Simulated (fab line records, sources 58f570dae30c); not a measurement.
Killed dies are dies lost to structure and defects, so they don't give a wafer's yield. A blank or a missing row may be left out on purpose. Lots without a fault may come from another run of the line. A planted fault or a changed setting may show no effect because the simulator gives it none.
fab line records | flow berkeley_cmos170
record lots=5 wafers=15 last_day=11
route steps=331 shown PLDD@148 NLDD@158 SPACER@171 PSD@175
lots that met no fault: from a run of the same line without faults
start_h: hours from the record's first day to the start of the lot's first wafer shown | wait_h: hours since the lot's step before | " the same as in the row above | L1.1+2: a row that stands for several wafers | - no value, or no start given | * or withheld: withheld | < > ~ a bound
route shown NAME@n: a module of which the file shows steps, and the number in the route of the first | usual: mean/standard deviation of fault-free wafers | same: alike in all rows | chamber/n: place in a boat | sites: the reading at each site | _std_site: their standard deviation | _edge_site: outer sites' mean less inner sites' | radius_mm: how far each site lies from the wafer's centre | mask NAME#n: copy n | behind: the tool/chamber that last shaped the wafer | hold: why the lot was held/for how many hours/how that ended | device: the transistor (n, p or np) that didn't switch | end of line: the same wafers' tests at the end of the route | a step without rows: its recipe alone | killed: dies lost to structure and defects at the first sort, not the wafer's yield | map: a wafer's dies, x killed, . not, _ none there
set.NAME: the setting as run; set.NAME@STEP: as run at that earlier step | model.NAME: the simulator's own value behind a step, which no gauge read
lots at some steps of the route; a table a step, a row a wafer
services: from which hour (start_h, from the record's first day; less than 0 if before it) a tool's chamber was out of use, for how many hours, and why
## steps
# step UCB170_PLDD_EXPOSE_03
# recipe mask_id=PSELECT na=0.5 sigma_outer=0.6 source_shape=conventional target_cd_nm=1200 dose_mj=30
# columns lot.wafer tool chamber start_h wait_h mask
L077.1+4+5 krf_scanner-02 0 142.17 0.2 PSELECT#0
L079.1+2+5 krf_scanner-02 0 142.53 0.1 PSELECT#0
L078.1+2+4 krf_scanner-01 0 142.77 0.3 PSELECT#0
L083.1+2+5 krf_scanner-01 0 167.56 0.1 PSELECT#0
L091.1+2+4 krf_scanner-01 0 231.35 0.1 PSELECT#0
# step UCB170_PLDD_PEB_04
# recipe peb_temp_c=130.4 peb_time_s=withheld resist=KrF
# usual plate_temp_C=130.38/0.13 resist_line_temp_C=22.97/0.11
# columns lot.wafer tool chamber start_h wait_h plate_temp_C resist_line_temp_C
L077.1 litho_track-04 0 142.60 0.4 130.20 23.06
L077.4 " 0 " " 130.21 23.09
L077.5 " 0 " " 130.15 23.06
L079.1 litho_track-03 0 142.98 0.4 130.37 22.98
L079.2 " 0 " " 130.14 23.03
L079.5 " 0 " " 130.17 23.11
L078.1 litho_track-04 0 143.15 0.4 130.29 23.10
L078.2 " 0 " " 130.32 23.05
L078.4 " 0 " " 130.21 23.00
L083.1 litho_track-02 0 167.92 0.3 130.31 22.78
L083.2 " 0 " " 130.23 22.94
L083.5 " 0 " " 130.41 22.89
L091.1 litho_track-03 0 231.47 0.1 130.40 22.98
L091.2 " 0 " " 130.26 23.05
L091.4 " 0 " " 130.46 22.88
# step UCB170_PLDD_DEVELOP_05
# recipe developer=TMAH develop_time_s=45 resist=KrF dev_temp_c=21
# usual resist_line_temp_C=23.00/0.11
# columns lot.wafer tool chamber start_h wait_h resist_line_temp_C
L077.1 litho_track-04 0 - - 23.01
L077.4 " 0 " " 22.89
L077.5 " 0 " " 22.83
L079.1 litho_track-03 0 - - 22.92
L079.2 " 0 " " 22.97
L079.5 " 0 " " 23.06
L078.1 litho_track-04 0 - - 23.04
L078.2 " 0 " " 23.09
L078.4 " 0 " " 23.05
L083.1 litho_track-02 0 - - 23.05
L083.2 " 0 " " 23.13
L083.5 " 0 " " 22.98
L091.1 litho_track-03 0 - - 23.00
L091.2 " 0 " " 22.91
L091.4 " 0 " " 23.09
# step UCB170_PLDD_CD_MEAS_06
# recipe target_cd_nm=1200
# usual cd_nm=1199.6/1.6
# columns lot.wafer tool chamber start_h wait_h cd_nm
L077.1 cd_sem-02 - 142.88 - 1199.3
L077.4 " - " " 1198.7
L077.5 " - " " 1198.2
L079.1 cd_sem-02 - 143.25 - 1201.1
L079.2 " - " " 1200.6
L079.5 " - " " 1201.3
L078.1 cd_sem-02 - 143.43 - 1198.8
L078.2 " - " " 1198.8
L078.4 " - " " 1198.7
L083.1 cd_sem-01 - 168.20 - 1201.0
L083.2 " - " " 1200.0
L083.5 " - " " 1199.0
L091.1 cd_sem-01 - 231.75 - 1199.4
L091.2 " - " " 1199.7
L091.4 " - " " 1200.6
# step UCB170_PLDD_OVL_MEAS_07
# usual PLDD_OVL=-2/4.9
# columns lot.wafer tool chamber start_h wait_h PLDD_OVL[nm]
L077.1 overlay-02 - 143.00 0.1 1
L077.4 " - " " 14
L077.5 " - " " 3
L079.1 overlay-02 - 143.37 0.1 0
L079.2 " - " " 8
L079.5 " - " " -6
L078.1 overlay-01 - 143.55 0.1 -4
L078.2 " - " " -3
L078.4 " - " " -2
L083.1 overlay-01 - 168.32 0.1 -8
L083.2 " - " " -2
L083.5 " - " " -3
L091.1 overlay-02 - 231.87 0.1 -10
L091.2 " - " " 0
L091.4 " - " " -3
# step UCB170_PLDD_IMPLANT_08
# recipe species=BF2 dose_cm2=5e+13 energy_kev=10 tilt_deg=7 rotation_deg=0
# usual end_station_pressure_torr=5.1e-06/2.8e-07 faraday_current_uA=159/3.3
# columns lot.wafer tool chamber start_h wait_h end_station_pressure_torr faraday_current_uA
L077.1 implanter-02 0 143.03 0.0 5.27e-06 161
L077.4 " 0 " " 5.2e-06 158
L077.5 " 0 " " 5.05e-06 162
L079.1 implanter-01 0 143.41 0.0 5.27e-06 155
L079.2 " 0 " " 5e-06 160
L079.5 " 0 " " 5.13e-06 159
L078.1 implanter-03 0 143.58 0.0 4.76e-06 159
L078.2 " 0 " " 4.58e-06 161
L078.4 " 0 " " 5.48e-06 157
L083.1 implanter-02 0 168.36 0.0 4.89e-06 163
L083.2 " 0 " " 5.32e-06 156
L083.5 " 0 " " 5.15e-06 159
L091.1 implanter-02 0 231.90 0.0 5.25e-06 165
L091.2 " 0 " " 4.58e-06 160
L091.4 " 0 " " 5.07e-06 155
# step UCB170_PLDD_IMPLANT_09
# recipe species=BF2 dose_cm2=5e+13 energy_kev=10 tilt_deg=7 rotation_deg=180
# usual end_station_pressure_torr=5.16e-06/2.8e-07 faraday_current_uA=158/3.7
# columns lot.wafer tool chamber start_h wait_h end_station_pressure_torr faraday_current_uA
L077.1 implanter-02 0 143.18 0.1 4.98e-06 167
L077.4 " 0 " " 5.08e-06 158
L077.5 " 0 " " 4.81e-06 160
L079.1 implanter-01 0 143.56 0.1 5.15e-06 158
L079.2 " 0 " " 5.25e-06 160
L079.5 " 0 " " 5.21e-06 148
L078.1 implanter-03 0 143.73 0.1 4.92e-06 163
L078.2 " 0 " " 5.04e-06 162
L078.4 " 0 " " 5.76e-06 162
L083.1 implanter-02 0 168.51 0.1 4.98e-06 156
L083.2 " 0 " " 5.54e-06 159
L083.5 " 0 " " 5.47e-06 153
L091.1 implanter-02 0 232.05 0.1 5.1e-06 156
L091.2 " 0 " " 5.03e-06 155
L091.4 " 0 " " 5.45e-06 157
# step UCB170_PLDD_STRIP_10
# recipe chemistry=O2 power_w=400 pressure_mtorr=3500 platen_temp_c=withheld o2_flow_sccm=400 overash_fraction=0.5
# usual drypump_motor_current_A=5.56/0.27 oes_product_au=0.734/0.0044 strip_time_to_endpoint_s=21.62/0.061
# same overash_fraction=0.5
# columns lot.wafer tool chamber start_h wait_h drypump_motor_current_A oes_product_au rf_hours_counter_h strip_time_to_endpoint_s
L077.1 plasma_asher-03 0 143.33 0.1 5.67 0.735 44 21.56
L077.4 " 0 " " 5.67 0.741 - 21.64
L077.5 " 0 " " 5.67 0.734 - 21.53
L079.1 plasma_asher-02 0 143.71 0.1 5.63 0.735 43 21.68
L079.2 " 1 " " 5.67 0.730 43 21.67
L079.5 " 0 " " 5.64 0.736 - 21.63
L078.1 plasma_asher-04 1 143.88 0.1 5.07 0.739 3 21.63
L078.2 " 0 " " 5.18 0.744 3 21.61
L078.4 " 0 " " 5.19 0.726 - 21.60
L083.1 plasma_asher-02 1 168.66 0.1 5.67 0.735 46 21.60
L083.2 " 0 " " 5.61 0.732 46 21.58
L083.5 " 0 " " 5.62 0.732 - 21.67
L091.1 plasma_asher-03 1 232.20 0.1 5.84 0.731 53 21.55
L091.2 " 0 " " 5.67 0.742 53 21.57
L091.4 " 1 " " 5.92 0.731 - 21.59
# step UCB170_PLDD_TW_MEAS_11
# usual PLDD_TW=1007/6.1
# columns lot.wafer tool chamber start_h wait_h PLDD_TW
L077.1 film_metro-04 - 143.43 0.1 1005
L077.4 " - " " 1000
L077.5 " - " " 999
L079.1 film_metro-01 - 143.81 0.1 1011
L079.2 " - " " 1013
L079.5 " - " " 1015
L078.1 film_metro-01 - 143.98 0.1 1016
L078.2 " - " " 1007
L078.4 " - " " 1009
L083.1 film_metro-04 - 168.76 0.1 996
L083.2 " - " " 1001
L083.5 " - " " 1000
L091.1 film_metro-03 - 232.30 0.1 1017
L091.2 " - " " 1014
L091.4 " - " " 1020
# step UCB170_PLDD_CLEAN_12
# recipe chemistry=SPM temp_c=120 time_s=600
# usual bath_guard_temp_C=120.0/0.81
# columns lot.wafer tool chamber start_h wait_h bath_guard_temp_C
L077.1 wet_bench-04 3 143.65 0.2 121.1
L077.4 " 3 " " 121.9
L077.5 " 3 " " 121.2
L079.1 wet_bench-04 3 143.87 0.1 121.5
L079.2 " 3 " " 121.9
L079.5 " 3 " " 121.2
L078.1 wet_bench-02 1 144.04 0.1 119.8
L078.2 " 1 " " 119.8
L078.4 " 1 " " 119.8
L083.1 wet_bench-04 3 171.16 2.4 121.8
L083.2 " 3 " " 121.9
L083.5 " 3 " " 121.2
L091.1 wet_bench-02 1 232.36 0.1 119.7
L091.2 " 1 " " 119.9
L091.4 " 1 " " 119.8
# step UCB170_NLDD_HMDS_00
# recipe prime_time_s=60 prime_temp_c=100
# usual resist_line_temp_C=23.02/0.1
# columns lot.wafer tool chamber start_h wait_h resist_line_temp_C
L077.1 litho_track-04 0 144.09 0.3 23.02
L077.4 " 0 " " 23.08
L077.5 " 0 " " 23.07
L079.1 litho_track-01 0 144.23 0.2 22.98
L079.2 " 0 " " 22.96
L079.5 " 0 " " 22.85
L078.1 litho_track-04 0 144.54 0.3 23.02
L078.2 " 0 " " 23.06
L078.4 " 0 " " 23.07
L083.1 litho_track-01 0 171.35 0.0 22.95
L083.2 " 0 " " 22.96
L083.5 " 0 " " 22.83
L091.1 litho_track-02 0 232.54 0.0 22.98
L091.2 " 0 " " 23.20
L091.4 " 0 " " 23.06
# step UCB170_NLDD_COAT_01
# recipe resist=KrF spin_rpm=1500 resist_thk_nm=900
# usual dispense_pressure_kPa=51/6.7 resist_line_temp_C=23.01/0.11
# columns lot.wafer tool chamber start_h wait_h dispense_pressure_kPa resist_line_temp_C
L077.1 litho_track-04 0 144.24 0.1 54 23.10
L077.4 " 0 " " 54 23.08
L077.5 " 0 " " 54 22.96
L079.1 litho_track-01 0 144.38 0.1 42 23.03
L079.2 " 0 " " 42 23.02
L079.5 " 0 " " 42 23.13
L078.1 litho_track-04 0 144.69 0.1 54 23.04
L078.2 " 0 " " 54 23.05
L078.4 " 0 " " 54 23.04
L083.1 litho_track-01 0 171.50 0.1 42 23.01
L083.2 " 0 " " 42 23.09
L083.5 " 0 " " 42 23.05
L091.1 litho_track-02 0 232.69 0.1 57 23.24
L091.2 " 0 " " 57 23.05
L091.4 " 0 " " 57 22.97
# step UCB170_NLDD_SOFTBAKE_02
# recipe resist=KrF temp_c=130 time_s=60
# usual plate_temp_C=129.99/0.14 resist_line_temp_C=22.99/0.098
# columns lot.wafer tool chamber start_h wait_h plate_temp_C resist_line_temp_C
L077.1 litho_track-04 0 144.39 0.1 130.26 22.98
L077.4 " 0 " " 130.03 22.92
L077.5 " 0 " " 130.14 22.88
L079.1 litho_track-01 0 144.53 0.1 130.03 23.22
L079.2 " 0 " " 130.06 22.91
L079.5 " 0 " " 130.00 23.05
L078.1 litho_track-04 0 144.84 0.1 129.88 22.87
L078.2 " 0 " " 130.03 22.98
L078.4 " 0 " " 130.03 23.09
L083.1 litho_track-01 0 171.65 0.1 129.87 23.02
L083.2 " 0 " " 129.97 23.02
L083.5 " 0 " " 129.84 23.07
L091.1 litho_track-02 0 232.84 0.1 130.20 22.83
L091.2 " 0 " " 130.08 22.84
L091.4 " 0 " " 130.36 22.92
# step UCB170_NLDD_EXPOSE_03
# recipe mask_id=NSELECT na=0.5 sigma_outer=0.6 source_shape=conventional target_cd_nm=1200 dose_mj=30.72
# columns lot.wafer tool chamber start_h wait_h mask
L077.1+4+5 krf_scanner-01 0 144.54 0.1 NSELECT#0
L079.1+2+5 krf_scanner-01 0 144.68 0.1 NSELECT#0
L078.1+2+4 krf_scanner-02 0 145.12 0.2 NSELECT#0
L083.1+2+5 krf_scanner-01 0 172.02 0.3 NSELECT#0
L091.1+2+4 krf_scanner-02 0 233.04 0.2 NSELECT#0
# step UCB170_NLDD_PEB_04
# recipe peb_temp_c=130 peb_time_s=withheld resist=KrF
# usual plate_temp_C=129.98/0.13 resist_line_temp_C=23.02/0.096
# columns lot.wafer tool chamber start_h wait_h plate_temp_C resist_line_temp_C
L077.1 litho_track-01 0 144.96 0.4 130.09 22.78
L077.4 " 0 " " 130.01 22.86
L077.5 " 0 " " 129.88 22.96
L079.1 litho_track-04 0 144.99 0.3 129.96 23.10
L079.2 " 0 " " 130.18 23.03
L079.5 " 0 " " 129.92 23.01
L078.1 litho_track-01 0 145.68 0.5 130.20 22.92
L078.2 " 0 " " 130.31 23.24
L078.4 " 0 " " 130.21 22.84
L083.1 litho_track-01 0 172.25 0.2 129.97 22.93
L083.2 " 0 " " 130.13 22.96
L083.5 " 0 " " 129.81 23.12
L091.1 litho_track-02 0 233.26 0.2 129.97 23.09
L091.2 " 0 " " 129.97 22.90
L091.4 " 0 " " 129.76 23.01
# step UCB170_NLDD_DEVELOP_05
# recipe developer=TMAH develop_time_s=45 resist=KrF dev_temp_c=21
# usual resist_line_temp_C=22.98/0.11
# columns lot.wafer tool chamber start_h wait_h resist_line_temp_C
L077.1 litho_track-01 0 - - 23.04
L077.4 " 0 " " 22.88
L077.5 " 0 " " 23.01
L079.1 litho_track-04 0 - - 23.06
L079.2 " 0 " " 22.96
L079.5 " 0 " " 22.85
L078.1 litho_track-01 0 - - 22.88
L078.2 " 0 " " 22.74
L078.4 " 0 " " 23.07
L083.1 litho_track-01 0 - - 22.91
L083.2 " 0 " " 22.89
L083.5 " 0 " " 23.00
L091.1 litho_track-02 0 - - 22.85
L091.2 " 0 " " 23.01
L091.4 " 0 " " 23.05
# step UCB170_NLDD_CD_MEAS_06
# recipe target_cd_nm=1200
# usual cd_nm=1200.1/1.3
# columns lot.wafer tool chamber start_h wait_h cd_nm
L077.1 cd_sem-02 - 145.23 - 1199.0
L077.4 " - " " 1199.9
L077.5 " - " " 1200.1
L079.1 cd_sem-02 - 145.35 - 1197.9
L079.2 " - " " 1198.5
L079.5 " - " " 1199.7
L078.1 cd_sem-01 - 145.96 - 1199.4
L078.2 " - " " 1201.7
L078.4 " - " " 1201.1
L083.1 cd_sem-01 - 172.52 - 1202.2
L083.2 " - " " 1200.0
L083.5 " - " " 1202.4
L091.1 cd_sem-02 - 233.54 - 1198.9
L091.2 " - " " 1198.8
L091.4 " - " " 1198.1
# step UCB170_NLDD_OVL_MEAS_07
# usual NLDD_OVL=-2/5.7
# columns lot.wafer tool chamber start_h wait_h NLDD_OVL[nm]
L077.1 overlay-01 - 145.35 0.1 0
L077.4 " - " " 1
L077.5 " - " " 2
L079.1 overlay-02 - 145.47 0.1 -1
L079.2 " - " " 4
L079.5 " - " " -2
L078.1 overlay-01 - 146.08 0.1 7
L078.2 " - " " -3
L078.4 " - " " -2
L083.1 overlay-01 - 172.64 0.1 -1
L083.2 " - " " -1
L083.5 " - " " -3
L091.1 overlay-02 - 233.66 0.1 -3
L091.2 " - " " 7
L091.4 " - " " 11
# step UCB170_NLDD_IMPLANT_08
# recipe species=As dose_cm2=5e+13 energy_kev=30 tilt_deg=7 rotation_deg=0
# usual end_station_pressure_torr=5.16e-06/2.9e-07 faraday_current_uA=158.8/3
# columns lot.wafer tool chamber start_h wait_h end_station_pressure_torr faraday_current_uA
L077.1 implanter-04 0 145.39 0.0 5.56e-06 159.5
L077.4 " 0 " " 5.45e-06 159.3
L077.5 " 0 " " 5.21e-06 158.0
L079.1 implanter-01 0 145.51 0.0 5.12e-06 162.8
L079.2 " 0 " " 5.13e-06 155.8
L079.5 " 0 " " 5.27e-06 157.6
L078.1 implanter-03 0 146.11 0.0 4.5e-06 161.1
L078.2 " 0 " " 4.95e-06 158.3
L078.4 " 0 " " 5.03e-06 164.5
L083.1 implanter-04 0 172.68 0.0 4.68e-06 156.9
L083.2 " 0 " " 5.19e-06 153.3
L083.5 " 0 " " 5e-06 159.4
L091.1 implanter-01 0 233.69 0.0 5.56e-06 157.3
L091.2 " 0 " " 5.33e-06 154.4
L091.4 " 0 " " 5.25e-06 154.6
# step UCB170_NLDD_IMPLANT_09
# recipe species=As dose_cm2=5e+13 energy_kev=30 tilt_deg=7 rotation_deg=180
# usual end_station_pressure_torr=5.14e-06/2.6e-07 faraday_current_uA=159/3.4
# columns lot.wafer tool chamber start_h wait_h end_station_pressure_torr faraday_current_uA
L077.1 implanter-04 0 145.54 0.1 4.57e-06 166
L077.4 " 0 " " 5.22e-06 155
L077.5 " 0 " " 5.55e-06 164
L079.1 implanter-01 0 145.66 0.1 4.87e-06 163
L079.2 " 0 " " 5.08e-06 152
L079.5 " 0 " " 5.24e-06 167
L078.1 implanter-03 0 146.26 0.1 4.81e-06 162
L078.2 " 0 " " 5.3e-06 168
L078.4 " 0 " " 4.59e-06 165
L083.1 implanter-04 0 172.83 0.1 5.76e-06 154
L083.2 " 0 " " 5.52e-06 156
L083.5 " 0 " " 5.41e-06 165
L091.1 implanter-01 0 233.84 0.1 5.11e-06 156
L091.2 " 0 " " 5.46e-06 164
L091.4 " 0 " " 5.54e-06 158
# step UCB170_NLDD_STRIP_10
# recipe chemistry=O2 power_w=400 pressure_mtorr=3500 platen_temp_c=withheld o2_flow_sccm=400 overash_fraction=0.5
# usual drypump_motor_current_A=5.6/0.49 oes_product_au=0.735/0.0045 strip_time_to_endpoint_s=21.61/0.079
# same overash_fraction=0.5
# columns lot.wafer tool chamber start_h wait_h drypump_motor_current_A oes_product_au rf_hours_counter_h strip_time_to_endpoint_s
L077.1 plasma_asher-03 1 145.69 0.1 5.9 0.737 45 21.68
L077.4 " 0 " " 5.6 0.730 - 21.71
L077.5 " 0 " " 5.7 0.741 - 21.60
L079.1 plasma_asher-01 1 145.81 0.1 5.9 0.740 35 21.57
L079.2 " 0 " " 6.6 0.731 35 21.53
L079.5 " 1 " " 5.9 0.732 - 21.56
L078.1 plasma_asher-03 0 146.41 0.1 5.7 0.730 45 21.74
L078.2 " 1 " " 5.8 0.736 45 21.74
L078.4 " 0 " " 5.6 0.735 - 21.74
L083.1 plasma_asher-04 1 172.98 0.1 5.1 0.735 5 21.56
L083.2 " 0 " " 5.2 0.729 5 21.59
L083.5 " 0 " " 5.2 0.732 - 21.66
L091.1 plasma_asher-03 0 234.03 0.2 5.7 0.732 53 21.73
L091.2 " 1 " " 5.9 0.738 53 21.63
L091.4 " 0 " " 5.6 0.744 - 21.68
# step UCB170_NLDD_TW_MEAS_11
# usual NLDD_TW=2207/15
# columns lot.wafer tool chamber start_h wait_h NLDD_TW
L077.1 film_metro-01 - 145.79 0.1 2210
L077.4 " - " " 2219
L077.5 " - " " 2223
L079.1 film_metro-04 - 145.91 0.1 2175
L079.2 " - " " 2194
L079.5 " - " " 2177
L078.1 film_metro-04 - 146.51 0.1 2166
L078.2 " - " " 2190
L078.4 " - " " 2176
L083.1 film_metro-03 - 173.12 0.1 2203
L083.2 " - " " 2193
L083.5 " - " " 2206
L091.1 film_metro-04 - 234.13 0.1 2191
L091.2 " - " " 2190
L091.4 " - " " 2207
# step UCB170_NLDD_CLEAN_12
# recipe chemistry=SPM temp_c=120 time_s=600
# usual bath_guard_temp_C=119.8/0.6
# columns lot.wafer tool chamber start_h wait_h bath_guard_temp_C
L077.1 wet_bench-02 3 145.85 0.1 119.2
L077.4 " 3 " " 119.7
L077.5 " 3 " " 118.9
L079.1 wet_bench-02 2 146.04 0.1 119.6
L079.2 " 2 " " 120.0
L079.5 " 2 " " 119.9
L078.1 wet_bench-02 2 146.57 0.1 119.7
L078.2 " 2 " " 119.8
L078.4 " 2 " " 119.7
L083.1 wet_bench-03 1 176.11 3.0 118.6
L083.2 " 1 " " 118.7
L083.5 " 1 " " 118.5
L091.1 wet_bench-04 2 234.53 0.4 120.7
L091.2 " 2 " " 120.5
L091.4 " 2 " " 120.5
# step UCB170_SPACER_CVD_00
# recipe material=SiO2 target_thk_nm=376 temp_c=390 precursor=TEOS/O2 time_s=47 rf_w=550 pressure_mtorr=9000
# usual heater_power_w=265/42
# columns lot.wafer tool chamber start_h wait_h heater_power_w
L077.1 pecvd-01 0 146.04 0.0 237
L077.4 " 1 " " 226
L077.5 " 0 " " 163
L079.1 pecvd-02 2 146.23 0.0 324
L079.2 " 1 " " 328
L079.5 " 2 " " 348
L078.1 pecvd-01 0 146.77 0.0 204
L078.2 " 2 " " 271
L078.4 " 1 " " 206
L083.1 pecvd-01 2 176.30 0.0 283
L083.2 " 0 " " 231
L083.5 " 0 " " 242
L091.1 pecvd-02 0 234.72 0.0 327
L091.2 " 1 " " 294
L091.4 " 2 " " 320
# step UCB170_SPACER_THK_MEAS_01
# recipe reads=SiO2_of_SPACER_CVD_00
# usual SPACER_TEOS_THK=376/6.6
# columns lot.wafer tool chamber start_h wait_h SPACER_TEOS_THK[nm]
L077.1 film_metro-02 - 146.08 0.0 371
L077.4 " - " " 379
L077.5 " - " " 377
L079.1 film_metro-03 - 146.27 0.0 370
L079.2 " - " " 366
L079.5 " - " " 372
L078.1 film_metro-01 - 146.81 0.0 365
L078.2 " - " " 373
L078.4 " - " " 373
L083.1 film_metro-01 - 176.37 0.1 376
L083.2 " - " " 373
L083.5 " - " " 378
L091.1 film_metro-02 - 234.77 0.0 373
L091.2 " - " " 365
L091.4 " - " " 368
# step UCB170_SPACER_ANNEAL_02
# recipe temp_c=900 time_s=1800 ambient=N2
# usual spike_tc_centre_C=903.1/1.3
# columns lot.wafer tool chamber start_h wait_h spike_tc_centre_C
L077.1 furnace-01 0 148.15 2.1 901.7
L077.4 " 0 " " 901.9
L077.5 " 0 " " 901.4
L078.1 furnace-01 0 148.15 1.3 902.9
L078.2 " 0 " " 901.6
L078.4 " 0 " " 905.1
L079.1 furnace-01 0 148.15 1.9 903.5
L079.2 " 0 " " 902.3
L079.5 " 0 " " 903.1
L083.1 furnace-04 0 178.58 2.2 904.6
L083.2 " 0 " " 904.9
L083.5 " 0 " " 903.5
L091.1 furnace-04 0 237.93 3.2 904.7
L091.2 " 0 " " 904.8
L091.4 " 0 " " 904.3
# step UCB170_SPACER_ETCHBACK_03
# recipe stop_on=Si target=SiO2 chemistry=CHF3/CF4/Ar CHF3_flow_sccm=50 cf4_flow_sccm=10 Ar_flow_sccm=120 pressure_mtorr=200 rf_w=500 target_depth_a=3760 time_s=100
# usual drypump_motor_current_A=5.8/0.41 oes_product_au=0.898/0.02 throttle_valve_pct=6.50/0.1
# columns lot.wafer tool chamber start_h wait_h drypump_motor_current_A oes_product_au rf_hours_counter_h throttle_valve_pct
L077.1 rie_diel-04 1 149.65 0.0 4.9 0.905 147 6.48
L077.4 " 3 " " 5.4 0.903 13 6.27
L077.5 " 0 " " 6.0 0.888 - 6.49
L078.1 rie_diel-01 1 149.65 0.0 5.8 0.886 24 6.68
L078.2 " 3 " " 6.5 0.918 54 6.62
L078.4 " 2 " " 5.9 0.887 69 6.47
L079.1 rie_diel-02 2 149.65 0.0 6.2 0.897 147 6.37
L079.2 " 0 " " 5.2 0.849 76 6.49
L079.5 " 1 " " 5.4 0.877 - 6.46
L083.1 rie_diel-02 3 180.08 0.0 5.8 0.917 87 6.47
L083.2 " 0 " " 5.2 0.871 78 6.49
L083.5 " 1 " " 5.4 0.882 - 6.44
L091.1 rie_diel-02 2 239.43 0.0 6.2 0.875 1 6.37
L091.2 " 3 " " 5.8 0.901 89 6.47
L091.4 " 0 " " 5.2 0.868 80 6.50
# step UCB170_PSD_HMDS_00
# recipe prime_time_s=60 prime_temp_c=100
# usual resist_line_temp_C=23.00/0.11
# columns lot.wafer tool chamber start_h wait_h resist_line_temp_C
L079.1 litho_track-04 0 150.08 0.4 22.89
L079.2 " 0 " " 22.87
L079.5 " 0 " " 22.91
L077.1 litho_track-03 0 150.24 0.6 22.77
L077.4 " 0 " " 22.86
L077.5 " 0 " " 23.06
L078.1 litho_track-01 0 150.31 0.6 22.88
L078.2 " 0 " " 23.07
L078.4 " 0 " " 22.97
L083.1 litho_track-04 0 180.15 0.0 23.05
L083.2 " 0 " " 23.02
L083.5 " 0 " " 22.94
L091.1 litho_track-01 0 239.77 0.3 23.04
L091.2 " 0 " " 22.83
L091.4 " 0 " " 22.86
# step UCB170_PSD_COAT_01
# recipe resist=KrF spin_rpm=1500 resist_thk_nm=900
# usual dispense_pressure_kPa=46/5.1 resist_line_temp_C=22.99/0.12
# columns lot.wafer tool chamber start_h wait_h dispense_pressure_kPa resist_line_temp_C
L079.1 litho_track-04 0 150.23 0.1 54 22.76
L079.2 " 0 " " 54 22.85
L079.5 " 0 " " 54 22.82
L077.1 litho_track-03 0 150.39 0.1 44 22.91
L077.4 " 0 " " 44 23.00
L077.5 " 0 " " 44 23.02
L078.1 litho_track-01 0 150.46 0.1 42 23.03
L078.2 " 0 " " 42 22.91
L078.4 " 0 " " 42 23.16
L083.1 litho_track-04 0 180.30 0.1 54 23.23
L083.2 " 0 " " 54 23.12
L083.5 " 0 " " 54 22.98
L091.1 litho_track-01 0 239.92 0.1 42 22.85
L091.2 " 0 " " 42 23.01
L091.4 " 0 " " 42 23.04
# step UCB170_PSD_SOFTBAKE_02
# recipe resist=KrF temp_c=130 time_s=60
# usual plate_temp_C=130.02/0.14 resist_line_temp_C=22.98/0.1
# columns lot.wafer tool chamber start_h wait_h plate_temp_C resist_line_temp_C
L079.1 litho_track-04 0 150.38 0.1 130.04 22.94
L079.2 " 0 " " 129.97 23.08
L079.5 " 0 " " 129.68 23.11
L077.1 litho_track-03 0 150.54 0.1 130.15 22.97
L077.4 " 0 " " 129.98 23.00
L077.5 " 0 " " 130.07 22.99
L078.1 litho_track-01 0 150.61 0.1 129.93 23.07
L078.2 " 0 " " 129.88 22.99
L078.4 " 0 " " 130.00 22.93
L083.1 litho_track-04 0 180.45 0.1 129.93 22.95
L083.2 " 0 " " 130.04 22.92
L083.5 " 0 " " 129.96 22.92
L091.1 litho_track-01 0 240.07 0.1 129.92 22.98
L091.2 " 0 " " 129.98 22.92
L091.4 " 0 " " 130.10 23.00
# step UCB170_PSD_EXPOSE_03
# recipe mask_id=PSELECT_MOD na=0.5 sigma_outer=0.6 source_shape=conventional target_cd_nm=1200 dose_mj=30
# columns lot.wafer tool chamber start_h wait_h mask
L079.1+2+5 krf_scanner-02 0 150.65 0.2 PSELECT_MOD#0
L077.1+4+5 krf_scanner-02 0 150.77 0.2 PSELECT_MOD#0
L078.1+2+4 krf_scanner-02 0 150.88 0.2 PSELECT_MOD#0
L083.1+2+5 krf_scanner-01 0 180.84 0.4 PSELECT_MOD#0
L091.1+2+4 krf_scanner-01 0 240.34 0.2 PSELECT_MOD#0
# step UCB170_PSD_PEB_04
# recipe peb_temp_c=130 peb_time_s=withheld resist=KrF
# usual plate_temp_C=130.02/0.11 resist_line_temp_C=23.02/0.1
# columns lot.wafer tool chamber start_h wait_h plate_temp_C resist_line_temp_C
L079.1 litho_track-04 0 150.98 0.3 129.81 22.83
L079.2 " 0 " " 130.14 23.06
L079.5 " 0 " " 130.19 22.93
L077.1 litho_track-03 0 151.17 0.4 129.89 22.87
L077.4 " 0 " " 130.20 22.87
L077.5 " 0 " " 129.88 22.96
L078.1 litho_track-04 0 151.25 0.3 130.22 23.10
L078.2 " 0 " " 130.04 23.09
L078.4 " 0 " " 130.34 23.07
L083.1 litho_track-01 0 180.96 0.1 129.94 22.85
L083.2 " 0 " " 130.14 22.96
L083.5 " 0 " " 130.07 22.89
L091.1 litho_track-01 0 240.67 0.3 130.06 23.04
L091.2 " 0 " " 130.20 23.08
L091.4 " 0 " " 130.26 23.04
# step UCB170_PSD_DEVELOP_05
# recipe developer=TMAH develop_time_s=45 resist=KrF dev_temp_c=21
# usual resist_line_temp_C=23.05/0.11
# columns lot.wafer tool chamber start_h wait_h resist_line_temp_C
L079.1 litho_track-04 0 - - 23.06
L079.2 " 0 " " 23.07
L079.5 " 0 " " 23.06
L077.1 litho_track-03 0 - - 22.95
L077.4 " 0 " " 23.04
L077.5 " 0 " " 23.09
L078.1 litho_track-04 0 - - 22.93
L078.2 " 0 " " 23.08
L078.4 " 0 " " 23.12
L083.1 litho_track-01 0 - - 23.08
L083.2 " 0 " " 23.01
L083.5 " 0 " " 22.95
L091.1 litho_track-01 0 - - 23.00
L091.2 " 0 " " 22.92
L091.4 " 0 " " 22.85
## services
# columns tool chamber start_h hours kind
implanter-01 - 125.17 4.0 repair
krf_scanner-02 - 126.43 1.3 pm
rie_diel-04 0 134.18 4.5 repair
furnace-01 - 142.75 4.0 pm
pecvd-02 - 144.18 1.0 repair
krf_scanner-01 - 146.86 4.4 pm
wet_bench-02 - 151.31 38.1 pm
furnace-04 - 155.96 3.9 pm
implanter-03 - 161.50 4.7 repair
krf_scanner-02 - 161.59 1.0 pm
krf_scanner-01 - 164.61 1.0 pm
implanter-02 - 175.35 1.1 repair
wet_bench-02 - 192.57 1.9 pm
rie_diel-02 2 196.61 - clean
rie_diel-02 2 196.61 15.1 scheduled_down
rie_diel-02 2 196.61 15.1 vent_cycle
rie_diel-04 1 198.98 - clean
krf_scanner-01 - 202.97 0.8 repair
plasma_asher-01 - 212.80 1.1 repair
pecvd-02 - 221.30 6.6 repair
plasma_asher-01 - 228.35 28.1 pm
rie_diel-04 3 229.16 6.1 repair
krf_scanner-01 - 232.13 1.3 pm
plasma_asher-03 - 235.74 4.2 pm
## key
fault none
